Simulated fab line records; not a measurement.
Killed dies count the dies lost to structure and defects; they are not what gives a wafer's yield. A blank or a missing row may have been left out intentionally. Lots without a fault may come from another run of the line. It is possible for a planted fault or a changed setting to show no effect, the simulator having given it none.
The same fault as seen by 2 desks | flow berkeley_cmos170 | every desk sees just its own numbers, and what lay behind them comes last

## FOR THE TOOL OWNER'S DESK: litho_track-04
The tool's own readings at UCB170_ZERO_COAT_01 (resist thk 900 nm): means of the sampled wafers that have a number, for each lot that ran on this tool. Any lot whose mean is over 4 standard deviations away from the usual mean is out of limits and marked OUT; that distance is given in the brackets.
Columns: A = resist_line_temp_C at UCB170_ZERO_COAT_01, usual 23.01 C; B = spin_speed_rpm at UCB170_ZERO_COAT_01, usual 1500.1 rpm
lot  | first seen here | A     | B
L855 | day 2 12:17     | 22.95 | 1500.6
L856 | day 2 21:37     | 22.90 | 1499.2
L864 | day 4 16:01     | 23.06 | 1500.9
L868 | day 5 12:23     | 23.08 | 1499.7
L870 | day 5 19:35     | 23.00 | 1499.4
This desk found nothing out of limits on any of the 5 lots.

## AT THE METROLOGY DESK
What the gauges read, lot by lot, whatever tool the lot ran on: means of the sampled wafers that have a number. Any lot whose mean is over 4 standard deviations away from the usual mean is out of limits and marked OUT; that distance is given in the brackets.
Columns: A = PWELL_NITRIDE_THK at UCB170_PWELL_THK_MEAS_06, usual 221.2 nm
lot  | first seen here | A
L851 | day 2 20:11     | 221.6
L852 | day 3 08:36     | 221.6
L855 | day 3 17:26     | 223.5
L853 | day 3 17:27     | 221.4
L856 | day 4 10:04     | 221.9
L859 | day 5 02:58     | 222.3
L861 | day 5 11:11     | 221.8
L864 | day 5 19:55     | 220.1
L865 | day 6 11:41     | 222.8
L868 | day 7 00:01     | 218.9
L870 | day 7 12:38     | 222.4
L872 | day 8 01:47     | 217.6
L873 | day 8 01:47     | 220.5
L874 | day 8 15:10     | 218.2
This desk found nothing out of limits on any of the 14 lots.

## BROUGHT TOGETHER
Nothing out of limits was seen by the tool owner's desk.
Metrology desk: nothing out of limits seen.

## WHAT THE SIMULATOR PUT IN
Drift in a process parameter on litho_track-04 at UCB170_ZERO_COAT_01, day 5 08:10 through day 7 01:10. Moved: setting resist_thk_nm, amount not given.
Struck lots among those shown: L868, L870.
